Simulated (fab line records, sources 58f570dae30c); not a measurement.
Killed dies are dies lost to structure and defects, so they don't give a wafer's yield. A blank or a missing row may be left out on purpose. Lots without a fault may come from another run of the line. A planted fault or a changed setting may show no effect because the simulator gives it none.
Which tool did it? | flow berkeley_cmos170 | 7 lots, 21 wafers sampled, at 2 steps of a route of 331

WHAT THE GAUGES READ, wafer by wafer
UCB170_PVT_TW_MEAS_09.
lot  | measured     | on            | PVT_TW
L377 | day 6 18:51  | film_metro-03 | 502 501 500
L380 | day 7 07:02  | film_metro-04 | 508 508 507
L382 | day 7 19:26  | film_metro-02 | 504 504 503
L384 | day 8 12:02  | film_metro-03 | 31 31 31
L391 | day 9 16:38  | film_metro-04 | 511 511 513
L394 | day 9 17:10  | film_metro-03 | 504 505 503
L398 | day 11 08:17 | film_metro-03 | 505 504 504

WHICH TOOL RAN EACH LOT (tool, then ch and the chambers of the sampled wafers, then the start)
lot  | UCB170_PVT_DEVELOP_05
L377 | litho_track-01 ch 0, day 6 18:00
L380 | litho_track-03 ch 0, day 7 06:00
L382 | litho_track-02 ch 0, day 7 19:00
L384 | litho_track-03 ch 0, day 8 11:00
L391 | litho_track-01 ch 0, day 9 16:00
L394 | litho_track-01 ch 0, day 9 16:00
L398 | litho_track-02 ch 0, day 11 07:00
- UCB170_PVT_DEVELOP_05: develop time 45 s.

THE ANSWER, worked out from the rows above alone
Rule: what is usual is taken from the lots themselves. Put in order of their means at a reading, lots are off if they are a third of the lots or fewer, leave a main group of 4 or more, and stand apart from it by a gap of 3 or more times the standard deviation of the main group's means; of several such gaps the widest counts. A main group whose means are all the same, to the digits that the tables above print for the reading, isn't used. A lot without any number at a reading at which 4 lots or more have one is off too. The other lots that the step has rows for count as sound.
Off: L384, at UCB170_PVT_TW_MEAS_09 (PVT_TW). The main group: mean 505, standard deviation 3.4.
A tool fits if, at a process step before that reading, it ran every lot that is off, and no sound lot after the first of them. The gauges at UCB170_PVT_TW_MEAS_09 are tried like those tools. One fits: litho_track-03 at UCB170_PVT_DEVELOP_05. Its last sound lot is L380 (day 7 06:00), its first lot that is off L384 (day 8 11:00): a fault that began between those two fits.

WHAT THE SIMULATOR HAD PUT IN
Process parameter drift: litho_track-03, from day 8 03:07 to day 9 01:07, at UCB170_PVT_DEVELOP_05. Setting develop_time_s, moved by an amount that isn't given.
Lots struck among those shown: L384. The rule above found the same.
